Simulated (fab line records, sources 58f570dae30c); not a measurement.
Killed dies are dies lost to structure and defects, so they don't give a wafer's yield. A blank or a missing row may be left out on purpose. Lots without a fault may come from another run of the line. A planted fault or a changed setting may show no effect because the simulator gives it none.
A struck lot beside a sound one | flow berkeley_cmos170 | 14 steps out of a route of 331
Sound: wafers L287.1, L287.2, L287.4. Struck: wafers L294.2, L294.3, L294.6. The cause comes at the end.
At each step with rows: each side's tool, then ch and its chambers, then its first start. Under that, the readings that differ: sound wafers | struck wafers | difference of the means | sigmas: that difference in standard deviations of wafers without a fault.
alike: readings whose means differ by less than 2 such deviations, and words and numbers that are the same on both sides. not compared: withheld readings, readings that some wafer has no value for, bounds like >300 that may hide the same value, and numbers for which the record gives no deviation and whose values overlap.
The two part at a step that has a row with sigmas, a row that says differs or no value, or rows on one side only. Numbers that don't overlap but have no deviation are shown without sigmas and don't part them. A reading that every wafer of one side lacks parts them only if that side has two wafers or more.

UCB170_PLDD_TW_MEAS_11:
  sound on film_metro-04, day 7 18:41; struck on film_metro-01, day 9 10:40
  alike: PLDD_TW
then, 7 steps without rows for these wafers: UCB170_PLDD_CLEAN_12 (cleans in SPM, time 600 s); UCB170_NLDD_HMDS_00 (prime time 60 s); UCB170_NLDD_COAT_01 (resist thk 900 nm); UCB170_NLDD_SOFTBAKE_02 (time 60 s); UCB170_NLDD_EXPOSE_03 (exposes mask NSELECT, target cd 1200 nm); UCB170_NLDD_PEB_04; UCB170_NLDD_DEVELOP_05 (develop time 45 s).
UCB170_NLDD_CD_MEAS_06: target cd 1200 nm.
  sound on cd_sem-01, day 7 19:46; struck on cd_sem-02, day 9 12:04
  alike: cd_nm
UCB170_NLDD_OVL_MEAS_07:
  sound on overlay-02, day 7 19:53; struck on overlay-01, day 9 12:10
  alike: NLDD_OVL
then, 2 steps without rows for these wafers: UCB170_NLDD_IMPLANT_08; UCB170_NLDD_IMPLANT_09.
UCB170_NLDD_STRIP_10: strips in O2.
  sound on plasma_asher-04 ch 0,1, day 7 20:13; struck on plasma_asher-01 ch 0,1, day 9 12:30
  no value came back on the struck wafers for chamber_pressure_mTorr (mTorr), drypump_motor_current_A (A), oes_product_au (a.u.), strip_time_to_endpoint_s (s); on the sound wafers chamber_pressure_mTorr (mTorr) reads 3499 3499 3496
  reading                               | sound | struck            | difference | sigmas
  model.KrF_of_NLDD_COAT_01.thk_nm (nm) | 0 0 0 | 883.5 883.6 883.4 | +883.5     |
  not compared: rf_hours_counter_h
UCB170_NLDD_TW_MEAS_11:
  sound on film_metro-04, day 7 20:19; struck on film_metro-01, day 9 12:37
  alike: NLDD_TW

WHERE THEY PART
Only at UCB170_NLDD_STRIP_10, within this record. Later steps at which nothing parts them and some readings are alike: UCB170_NLDD_TW_MEAS_11.

WHY: what the simulator had put in
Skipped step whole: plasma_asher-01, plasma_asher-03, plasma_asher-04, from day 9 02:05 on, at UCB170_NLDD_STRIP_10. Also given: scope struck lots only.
